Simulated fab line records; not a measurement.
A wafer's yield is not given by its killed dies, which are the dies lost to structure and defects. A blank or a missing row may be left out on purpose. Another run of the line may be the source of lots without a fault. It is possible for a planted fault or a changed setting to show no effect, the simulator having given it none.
What tool caused it? ; flow berkeley-cmos170 ; Sampling: 14 lots, 42 wafers, 4 of 331 route steps

WHAT EACH GAUGE READ, for each wafer
UCB170_FIELD_THK_MEAS_90.
lot;measured;on;FIELD_OXIDE_LEFT_1_THK (nm)
L261;day 5 09:28;film-metro-04;445 445 444
L262;day 5 09:29;film-metro-03;438 433 438
L263;day 6 03:33;film-metro-01;452 455 453
L264;day 6 12:50;film-metro-01;453 449 463
L265;day 6 12:50;film-metro-03;453 459 449
L266;day 6 12:50;film-metro-04;461 457 463
L268;day 7 12:33;film-metro-03;462 452 457
L269;day 7 12:32;film-metro-04;424 436 442
L272;day 7 17:50;film-metro-01;435 439 433
L274;day 8 07:45;film-metro-04;443 437 441
L283;day 10 18:27;film-metro-03;433 450 433
L284;day 10 18:28;film-metro-01;431 420 436

UCB170_NSD_OVL_MEAS_07.
lot;measured;on;NSD_OVL (nm)
L261;day 7 14:01;overlay-02;3 4 -2
L262;day 7 14:13;overlay-01;1 0 1
L263;day 8 07:54;overlay-01;-3 4 9
L264;day 8 16:05;overlay-01;2 3 6
L265;day 8 16:20;overlay-01;-1 6 2
L266;day 8 15:58;overlay-02;6 2 0
L268;day 9 08:09;overlay-02;7 -2 -10
L269;day 9 07:52;overlay-01;-1 2 -1
L272;day 10 02:49;overlay-02;-3 7 0
L274;day 10 10:32;overlay-01;6 7 6
L283;day 13 04:41;overlay-01;-3 -4 -7
L284;day 13 05:15;overlay-01;4 -2 8

UCB170_M1_RS_MEAS_01: measurement is done with a four-point probe.
lot;measured;on;M1_AL_RS (ohm/sq)
L261;day 8 00:05;film-metro-04;0.0487 0.0484 0.0480
L262;day 8 04:23;film-metro-03;0.0487 0.0490 0.0485
L263;day 8 15:11;film-metro-03;0.0478 0.0480 0.0483
L264;day 8 22:59;film-metro-04;0.0486 0.0490 0.0488
L265;day 9 00:35;film-metro-03;0.0478 0.0491 0.0483
L266;day 8 22:40;film-metro-02;0.0487 0.0490 0.0493
L268;day 9 18:33;film-metro-03;0.0490 0.0492 0.0489
L269;day 9 15:10;film-metro-02;0.0480 0.0479 0.0478
L272;day 10 09:55;film-metro-02;0.0483 0.0487 0.0487
L274;day 10 20:47;film-metro-03;0.0480 0.0478 0.0476
L283;day 13 18:53;film-metro-02;0.0487 0.0487 0.0491
L284;day 13 17:46;film-metro-04;0.0484 0.0487 0.0486

EACH LOT AND THE TOOL THAT RAN IT (in order: tool; ch and the chambers of the sampled wafers; start)
lot;UCB170_ACTIVE_OXIDATION_02
L261;furnace-02 ch 0, day 4 05:00
L262;furnace-02 ch 0, day 4 05:00
L263;furnace-04 ch 0, day 4 19:10
L264;furnace-04 ch 0, day 5 03:02
L265;furnace-04 ch 0, day 5 03:02
L266;furnace-04 ch 0, day 5 03:02
L268;furnace-04 ch 0, day 6 04:45
L269;furnace-04 ch 0, day 6 04:45
L272;furnace-01 ch 0, day 6 14:44
L274;furnace-02 ch 0, day 7 02:49
L279;furnace-04, day 8 12:43
L280;furnace-04, day 8 12:43
L283;furnace-01 ch 0, day 9 07:59
L284;furnace-01 ch 0, day 9 07:59
- UCB170_ACTIVE_OXIDATION_02: target thk 26.4 nm, ox time 1260 s.

WHAT THE TOOLS THEMSELVES READ (means of the sampled wafers that have a number; where no wafer has one, the mark that the record gives instead)
UCB170_ACTIVE_OXIDATION_02.
lot;tool;ox-temp-c (C);ox-temp-c-max;zone-power-centre-pct (%)
L261;furnace-02;1000.0;1003.8;47.8
L262;furnace-02;999.9;1003.9;48.1
L263;furnace-04;1000.3;1002.9;50.2
L264;furnace-04;999.3;1002.0;50.1
L265;furnace-04;1000.1;1002.4;50.3
L266;furnace-04;999.9;1002.8;50.6
L268;furnace-04;1000.1;1002.8;50.2
L269;furnace-04;999.9;1002.4;50.2
L272;furnace-01;999.7;1002.6;55.2
L274;furnace-02;1000.1;1003.8;47.8
L279;furnace-04;-;-;-
L280;furnace-04;-;-;-
L283;furnace-01;1000.3;1002.7;56.0
L284;furnace-01;1000.4;1002.8;54.7

THE ANSWER, worked out from the rows above alone
Rule: usual is defined by the lots themselves. The widest of any qualifying gaps counts: lots, ordered by their means at a reading, are off when they make up no more than a third of the lots, leave a main group of 4 or more, and stand apart from it by 3 or more times the standard deviation of that group's means. A main group is skipped when, at the precision printed for the reading in the tables above, its means are all equal. Also off: a lot with no number at a reading for which 4 or more lots have one. All remaining lots with rows at the step are treated as sound. After the gauges, taken in route order, come the tools' own readings; for these a lot's mean is taken, as printed above. At the first step where some lot is off, the reading lying furthest off is the one used; lots without a number count as furthest.
Off: L279, L280, at UCB170_ACTIVE_OXIDATION_02 (ox-temp-c). Without a number there: L279, L280. For the main group the mean is 1000.0 C and the standard deviation 0.29.
If a tool, at that step or one of the process steps before it, ran each lot that is off and ran no sound lot following the first of them, it fits. One fits: UCB170_ACTIVE_OXIDATION_02 on furnace-04. A fault onset in the window from L268 (day 6 04:45, its last sound lot) to L279 (day 8 12:43, its first lot off) fits.
Blank at UCB170_ACTIVE_OXIDATION_02 on the lots that are off, where sound lots have numbers: ox-temp-c, ox-temp-c-max, zone-power-centre-pct.

WHAT THE SIMULATOR PUT IN
At UCB170_ACTIVE_OXIDATION_02, the step was skipped entirely on furnace-04 from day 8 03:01 on. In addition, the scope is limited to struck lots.
Struck lots among those shown: L279, L280. The same result came from the rule above.
